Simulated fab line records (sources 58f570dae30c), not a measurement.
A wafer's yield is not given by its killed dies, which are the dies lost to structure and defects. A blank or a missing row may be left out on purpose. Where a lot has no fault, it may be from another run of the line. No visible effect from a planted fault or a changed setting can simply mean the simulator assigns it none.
fab line records    flow berkeley-cmos170
[record] lots = 14  wafers = 42  last-day = 12
route steps=331 shown ACTIVE@66 PSD@181 V2@295 M3@327
lots untouched by any fault: they come from a run of this same line in which no faults occurred
start-h: hours from the record's first day to the start of the lot's first wafer shown    wait-h: hours elapsed since this lot's preceding step    " the same as in the row above    L1.1+2: a single row standing in for several wafers    - no value, or no start given    * or withheld: withheld    < > ~ a bound
route shown NAME@n: a module of which the file shows steps, and the number in the route of the first    usual: mean and standard deviation over wafers with no fault    same: alike in all rows    chamber/n: place in a boat    sites: readings site by site    _std_site: the values' standard deviation    _edge_site: outer sites' mean less inner sites'    radius-mm: for every site, how far away it sits from the centre of the wafer    mask NAME#n: copy n    behind: the tool/chamber that last shaped the wafer    hold: cause of the lot's hold/its duration in hours/its outcome    device: the n, p or np transistor that did not switch    end of line: tests run on the same wafers once the route is complete    a step given without rows: its recipe and nothing more    killed: dies lost to structure and defects at the first sort, not the wafer's yield    map: a wafer's dies, x killed, . not, _ none there
set.NAME: the setting that was run; set.NAME@STEP: the one run at that earlier step    model.NAME: the simulator's own value behind a step, which no gauge read
a sample of lots followed through the steps of the route, with each step as a table and each wafer as a row
services: a tool's chamber out of use, with start hour (start-h, from the record's first day; less than 0 if before it), hours out, and reason
[[steps]]
[step UCB170_ACTIVE_THK_MEAS_06]
[recipe] reads = Si3N4_of_ACTIVE_CVD_05
[usual] ACTIVE_NITRIDE_THK = 224.3/1.8
lot.wafer  tool           chamber  start-h  wait-h  ACTIVE_NITRIDE_THK[nm]
L696.2     film-metro-04  -        63.68    0.0     223.4
L696.3     "              -        "        "       222.7
L696.6     "              -        "        "       223.2
L697.1     film-metro-04  -        81.45    0.0     225.3
L697.2     "              -        "        "       226.2
L697.4     "              -        "        "       225.0
L698.1     film-metro-04  -        87.09    0.0     223.6
L698.5     "              -        "        "       225.8
L698.6     "              -        "        "       226.0
L699.4     film-metro-02  -        87.12    0.0     221.6
L699.5     "              -        "        "       222.4
L699.6     "              -        "        "       221.8
L701.1     film-metro-01  -        94.09    0.0     223.9
L701.2     "              -        "        "       223.6
L701.5     "              -        "        "       224.6
L700.3     film-metro-04  -        102.67   0.0     227.9
L700.4     "              -        "        "       225.8
L700.5     "              -        "        "       228.8
L706.2     film-metro-01  -        129.52   0.0     224.2
L706.3     "              -        "        "       224.6
L706.5     "              -        "        "       225.6
L708.3     film-metro-04  -        129.53   0.0     224.9
L708.4     "              -        "        "       225.3
L708.5     "              -        "        "       222.8
L707.2     film-metro-01  -        135.63   0.0     223.4
L707.4     "              -        "        "       223.8
L707.6     "              -        "        "       225.6
L710.2     film-metro-04  -        138.90   0.0     224.9
L710.3     "              -        "        "       223.2
L710.6     "              -        "        "       223.9
L709.3     film-metro-02  -        138.91   0.0     226.4
L709.5     "              -        "        "       224.8
L709.6     "              -        "        "       225.1
L711.2     film-metro-04  -        145.57   0.0     225.6
L711.4     "              -        "        "       227.0
L711.6     "              -        "        "       224.6
L716.4     film-metro-04  -        179.85   0.0     220.7
L716.5     "              -        "        "       222.4
L716.6     "              -        "        "       222.0
L718.1     film-metro-01  -        188.51   0.0     227.1
L718.2     "              -        "        "       225.6
L718.6     "              -        "        "       225.8
[step UCB170_PSD_CD_MEAS_06]
[recipe] target-cd-nm = 1200
[usual] cd-nm = 1199.8/1.7
lot.wafer  tool       chamber  start-h  wait-h  cd-nm
L696.2     cd-sem-02  -        114.63   -       1201.8
L696.3     "          -        "        "       1200.3
L696.6     "          -        "        "       1201.8
L697.1     cd-sem-01  -        138.63   -       1197.6
L697.2     "          -        "        "       1198.6
L697.4     "          -        "        "       1198.1
L699.4     cd-sem-01  -        148.19   -       1201.3
L699.5     "          -        "        "       1202.4
L699.6     "          -        "        "       1203.2
L698.1     cd-sem-01  -        148.26   -       1198.6
L698.5     "          -        "        "       1198.4
L698.6     "          -        "        "       1198.6
L701.1     cd-sem-01  -        148.57   -       1200.5
L701.2     "          -        "        "       1201.1
L701.5     "          -        "        "       1198.4
L700.3     cd-sem-02  -        163.90   -       1201.2
L700.4     "          -        "        "       1200.4
L700.5     "          -        "        "       1202.5
L706.2     cd-sem-01  -        189.33   -       1200.8
L706.3     "          -        "        "       1198.7
L706.5     "          -        "        "       1199.6
L708.3     cd-sem-02  -        189.62   -       1199.0
L708.4     "          -        "        "       1200.4
L708.5     "          -        "        "       1200.2
L707.2     cd-sem-01  -        200.27   -       1200.6
L707.4     "          -        "        "       1200.2
L707.6     "          -        "        "       1200.0
L710.2     cd-sem-02  -        200.27   -       1197.1
L710.3     "          -        "        "       1198.9
L710.6     "          -        "        "       1198.0
L709.3     cd-sem-02  -        200.41   -       1197.7
L709.5     "          -        "        "       1196.4
L709.6     "          -        "        "       1196.4
L711.2     cd-sem-02  -        206.16   -       1202.8
L711.4     "          -        "        "       1201.2
L711.6     "          -        "        "       1201.1
L716.4     cd-sem-01  -        237.99   -       1200.4
L716.5     "          -        "        "       1201.8
L716.6     "          -        "        "       1200.4
L718.1     cd-sem-02  -        249.20   -       1199.7
L718.2     "          -        "        "       1199.3
L718.6     "          -        "        "       1199.2
[step UCB170_V2_BOW_MEAS_03]
[recipe] mode = bow
[usual] V2_BOW = 35/7.7
lot.wafer  tool           chamber  start-h  wait-h  V2_BOW[um]
L696.2     film-metro-02  -        137.46   0.2     32
L696.3     "              -        "        "       36
L696.6     "              -        "        "       42
L697.1     film-metro-01  -        163.27   0.1     32
L697.2     "              -        "        "       29
L697.4     "              -        "        "       23
L699.4     film-metro-02  -        170.48   0.3     37
L699.5     "              -        "        "       37
L699.6     "              -        "        "       28
L698.1     film-metro-03  -        170.67   0.1     46
L698.5     "              -        "        "       42
L698.6     "              -        "        "       62
L701.1     film-metro-02  -        173.04   0.1     26
L701.2     "              -        "        "       43
L701.5     "              -        "        "       38
L700.3     film-metro-03  -        187.18   0.1     30
L700.4     "              -        "        "       46
L700.5     "              -        "        "       47
L706.2     film-metro-01  -        213.20   0.1     36
L706.3     "              -        "        "       21
L706.5     "              -        "        "       32
L708.3     film-metro-02  -        213.68   0.2     31
L708.4     "              -        "        "       43
L708.5     "              -        "        "       34
L707.2     film-metro-02  -        229.55   0.2     45
L707.4     "              -        "        "       35
L707.6     "              -        "        "       45
L710.2     film-metro-01  -        230.11   0.2     31
L710.3     "              -        "        "       30
L710.6     "              -        "        "       32
L709.3     film-metro-01  -        230.56   0.3     26
L709.5     "              -        "        "       34
L709.6     "              -        "        "       42
L711.2     film-metro-03  -        230.59   0.1     46
L711.4     "              -        "        "       37
L711.6     "              -        "        "       30
L716.4     film-metro-03  -        257.44   0.3     35
L716.5     "              -        "        "       34
L716.6     "              -        "        "       48
L718.1     film-metro-01  -        272.76   0.2     45
L718.2     "              -        "        "       30
L718.6     "              -        "        "       38
[step UCB170_M3_METAL_ETCH_18]
[recipe] chemistry = Cl2/BCl3  target = Al  stop-on = SiO2  pressure-mtorr = 12  target-depth-a = 11700  over-etch-frac = 0.3  time-s = 195  icp-w = 600  bias-w = 120  Cl2_flow_sccm = 90  bcl3-flow-sccm = 45
[usual] drypump-motor-current-A = 5.4/0.35  oes-product-au = 0.866/0.012  rf-fwd-power-W = 597.8/1.8  throttle-valve-pct = 24.4/0.37
lot.wafer  tool          chamber  start-h  wait-h  drypump-motor-current-A  oes-product-au  rf-fwd-power-W  rf-hours-counter-h  throttle-valve-pct
L696.2     rie-metal-01  0        142.05   -       5.6                      0.855           598.7           9                   24.5
L696.3     "             0        "        "       5.6                      0.866           598.6           -                   24.5
L696.6     "             1        "        "       5.2                      0.851           598.3           -                   23.8
L697.1     rie-metal-02  0        169.12   -       4.9                      0.869           597.4           2                   24.9
L697.2     "             1        "        "       5.8                      0.851           598.1           16                  24.2
L697.4     "             1        "        "       5.8                      0.852           596.6           -                   24.2
L698.1     rie-metal-01  1        175.35   -       5.2                      0.846           597.9           11                  23.8
L698.5     "             1        "        "       5.2                      0.840           598.5           -                   23.8
L698.6     "             0        "        "       5.6                      0.865           598.9           -                   24.5
L699.4     rie-metal-03  1        175.42   -       5.8                      0.874           595.9           -                   24.2
L699.5     "             1        "        "       5.8                      0.874           597.2           -                   24.2
L699.6     "             1        "        "       5.8                      0.873           595.9           -                   24.2
L701.1     rie-metal-02  0        177.78   -       4.9                      0.877           597.4           2                   24.9
L701.2     "             1        "        "       5.8                      0.859           599.7           16                  24.2
L701.5     "             0        "        "       4.9                      0.878           596.6           -                   24.9
L700.3     rie-metal-02  0        192.47   -       4.9                      0.891           597.7           -                   24.9
L700.4     "             1        "        "       5.8                      0.850           598.5           -                   24.2
L700.5     "             0        "        "       4.9                      0.879           599.2           -                   24.9
L706.2     rie-metal-02  0        217.41   -       4.9                      0.802           361.7           -                   24.9
L706.3     "             0        "        "       4.9                      0.803           359.8           -                   24.9
L706.5     "             0        "        "       4.9                      0.806           360.6           -                   24.9
L708.3     rie-metal-03  1        218.41   -       5.8                      0.872           597.1           -                   24.2
L708.4     "             0        "        "       5.1                      0.853           597.9           -                   24.5
L708.5     "             0        "        "       5.1                      0.859           598.2           -                   24.5
L707.2     rie-metal-03  1        234.37   -       5.8                      0.876           600.1           4                   24.2
L707.4     "             0        "        "       5.1                      0.864           597.4           -                   24.5
L707.6     "             0        "        "       5.1                      0.860           596.0           -                   24.5
L710.2     rie-metal-01  1        234.98   -       5.2                      0.848           595.4           13                  23.8
L710.3     "             0        "        "       5.6                      0.863           594.1           -                   24.5
L710.6     "             0        "        "       5.6                      0.877           593.9           -                   24.5
L709.3     rie-metal-02  1        236.03   -       5.8                      0.866           597.6           -                   24.3
L709.5     "             0        "        "       4.9                      0.804           356.6           -                   24.9
L709.6     "             1        "        "       5.8                      0.870           596.4           -                   24.3
L711.2     rie-metal-03  0        236.24   -       5.1                      0.853           601.3           1                   24.5
L711.4     "             0        "        "       5.1                      0.859           600.4           -                   24.4
L711.6     "             1        "        "       5.8                      0.882           594.2           -                   24.2
L716.4     rie-metal-01  0        261.76   -       5.6                      0.860           596.9           -                   24.5
L716.5     "             1        "        "       5.2                      0.845           598.1           -                   23.8
L716.6     "             0        "        "       5.6                      0.867           597.2           -                   24.5
L718.1     rie-metal-03  0        277.70   -       5.1                      0.856           598.4           2                   24.4
L718.2     "             1        "        "       5.8                      0.871           596.9           6                   24.2
L718.6     "             1        "        "       5.8                      0.877           598.0           -                   24.2
[step UCB170_M3_STRIP_19]
[recipe] chemistry = O2  power-w = 400  pressure-mtorr = 3500  platen-temp-c = withheld  o2-flow-sccm = 400  overash-fraction = 0.5
[usual] drypump-motor-current-A = 5.9/0.34  oes-product-au = 0.546/0.021
lot.wafer  tool             chamber  start-h  wait-h  drypump-motor-current-A  oes-product-au  rf-hours-counter-h
L696.2     plasma-asher-03  1        142.24   0.1     6.0                      0.548           2
L696.3     "                1        "        "       6.0                      0.553           -
L696.6     "                0        "        "       6.1                      0.569           -
L697.1     plasma-asher-03  1        169.31   0.1     6.0                      0.515           3
L697.2     "                0        "        "       6.1                      0.515           3
L697.4     "                1        "        "       6.0                      0.527           -
L698.1     plasma-asher-01  0        175.54   0.1     5.1                      0.567           48
L698.5     "                1        "        "       6.1                      0.560           -
L698.6     "                0        "        "       5.1                      0.549           -
L699.4     plasma-asher-03  0        175.64   0.2     6.1                      0.576           -
L699.5     "                0        "        "       6.1                      0.576           -
L699.6     "                1        "        "       6.0                      0.565           -
L701.1     plasma-asher-03  0        177.97   0.1     6.1                      0.534           4
L701.2     "                1        "        "       6.0                      0.526           4
L701.5     "                0        "        "       6.1                      0.537           -
L700.3     plasma-asher-02  0        192.63   0.1     6.2                      0.526           -
L700.4     "                1        "        "       5.4                      0.531           -
L700.5     "                1        "        "       5.4                      0.532           -
L706.2     plasma-asher-03  0        217.73   0.2     6.1                      0.728           8
L706.3     "                1        "        "       6.0                      0.721           -
L706.5     "                0        "        "       6.1                      0.720           -
L708.3     plasma-asher-02  1        218.57   0.1     5.4                      0.571           -
L708.4     "                0        "        "       6.3                      0.540           -
L708.5     "                0        "        "       6.2                      0.524           -
L707.2     plasma-asher-01  0        234.56   0.1     5.2                      0.571           54
L707.4     "                1        "        "       6.1                      0.520           -
L707.6     "                0        "        "       5.2                      0.523           -
L710.2     plasma-asher-02  1        235.16   0.1     5.4                      0.563           52
L710.3     "                0        "        "       6.3                      0.545           -
L710.6     "                0        "        "       6.3                      0.547           -
L709.3     plasma-asher-03  1        236.19   0.1     6.1                      0.544           -
L709.5     "                0        "        "       6.1                      0.724           -
L709.6     "                1        "        "       6.0                      0.548           -
L711.2     plasma-asher-02  0        236.43   0.1     6.3                      0.523           53
L711.4     "                1        "        "       5.4                      0.525           -
L711.6     "                1        "        "       5.4                      0.575           -
L716.4     plasma-asher-03  0        261.92   0.1     6.1                      0.533           -
L716.5     "                0        "        "       6.1                      0.571           -
L716.6     "                1        "        "       6.0                      0.531           -
L718.1     plasma-asher-02  1        277.89   0.1     5.4                      0.524           56
L718.2     "                0        "        "       6.3                      0.566           56
L718.6     "                0        "        "       6.3                      0.573           -
[step UCB170_M3_CD_MEAS_90]
[recipe] target-cd-nm = 700
[usual] cd-nm = 701/5.1
lot.wafer  tool       chamber  start-h  wait-h  cd-nm
L696.2     cd-sem-02  -        142.36   0.1     704
L696.3     "          -        "        "       701
L696.6     "          -        "        "       701
L697.1     cd-sem-01  -        169.41   0.1     701
L697.2     "          -        "        "       698
L697.4     "          -        "        "       696
L698.1     cd-sem-02  -        175.64   0.1     699
L698.5     "          -        "        "       701
L698.6     "          -        "        "       704
L699.4     cd-sem-02  -        175.82   0.1     705
L699.5     "          -        "        "       706
L699.6     "          -        "        "       702
L701.1     cd-sem-02  -        178.08   0.1     705
L701.2     "          -        "        "       705
L701.5     "          -        "        "       708
L700.3     cd-sem-02  -        192.74   0.1     708
L700.4     "          -        "        "       710
L700.5     "          -        "        "       707
L706.2     cd-sem-01  -        217.85   0.1     725
L706.3     "          -        "        "       725
L706.5     "          -        "        "       726
L708.3     cd-sem-01  -        218.68   0.1     701
L708.4     "          -        "        "       694
L708.5     "          -        "        "       693
L707.2     cd-sem-02  -        234.70   0.1     700
L707.4     "          -        "        "       692
L707.6     "          -        "        "       693
L710.2     cd-sem-01  -        235.28   0.1     699
L710.3     "          -        "        "       695
L710.6     "          -        "        "       696
L709.3     cd-sem-02  -        236.29   0.1     703
L709.5     "          -        "        "       722
L709.6     "          -        "        "       705
L711.2     cd-sem-02  -        236.55   0.1     690
L711.4     "          -        "        "       690
L711.6     "          -        "        "       699
L716.4     cd-sem-01  -        262.04   0.1     699
L716.5     "          -        "        "       694
L716.6     "          -        "        "       697
L718.1     cd-sem-01  -        277.99   0.1     698
L718.2     "          -        "        "       704
L718.6     "          -        "        "       702
[[services]]
tool             chamber  start-h  hours  kind
plasma-asher-02  -        119.59   1.4    repair
plasma-asher-03  -        123.99   1.6    repair
plasma-asher-01  -        130.21   3.3    repair
rie-metal-01     -        130.28   2.8    pm
rie-metal-01     1        139.28   2.6    repair
plasma-asher-03  -        153.40   14.6   pm
plasma-asher-02  -        169.02   2.8    pm
rie-metal-03     0        173.27   -      clean
rie-metal-03     0        173.27   23.5   scheduled-down
rie-metal-03     0        173.27   23.5   vent-cycle
plasma-asher-03  -        194.99   2.1    repair
rie-metal-02     1        201.67   -      clean
rie-metal-02     1        201.67   22.7   scheduled-down
rie-metal-02     1        201.67   22.7   vent-cycle
plasma-asher-02  -        252.87   4.3    pm
plasma-asher-02  -        259.59   1.4    repair
[[key]]
[first-sign] step = UCB170_M3_METAL_ETCH_18  reading = rf-fwd-power-W  direction = down  sigmas = 99+  usual = 597.8  struck = 359.7
[effect] step = UCB170_M3_METAL_ETCH_18  reading = oes-product-au  direction = down  sigmas = 5.2  usual = 0.866  struck = 0.804
[effect] step = UCB170_M3_STRIP_19  reading = oes-product-au  direction = up  sigmas = 8.4  usual = 0.546  struck = 0.723
[effect] step = UCB170_M3_CD_MEAS_90  reading = cd-nm  direction = up  sigmas = 4.7  usual = 701  struck = 724
met-at UCB170_M3_METAL_ETCH_18
struck-lots L706,L709
struck-wafers L706.2,L706.3,L706.5,L709.5
later-rows-left-out L706.2,L706.3,L706.5,L709.5
sort-left-out L706.2,L706.3,L706.5,L709.5
not-acting-at UCB170_ACTIVE_THK_MEAS_06,UCB170_PSD_CD_MEAS_06,UCB170_V2_BOW_MEAS_03
onset-between 192.47 217.41
[fault] kind = process-parameter-drift  tool = rie-metal-02  chamber = 0  onset-h = 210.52  steps = UCB170_M3_METAL_ETCH_18  channel = icp-w  offset = -240  shape = step  end-h = 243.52  acts-in = these-recipes-only  stated = 600
// sort-left-out: the simulated sort isn't trusted on such a fault, so these wafers' sort isn't shown, and their yield isn't known
// later-rows-left-out: the simulator's readings of these wafers behind a module that went badly wrong aren't trusted and aren't shown, but for the sort
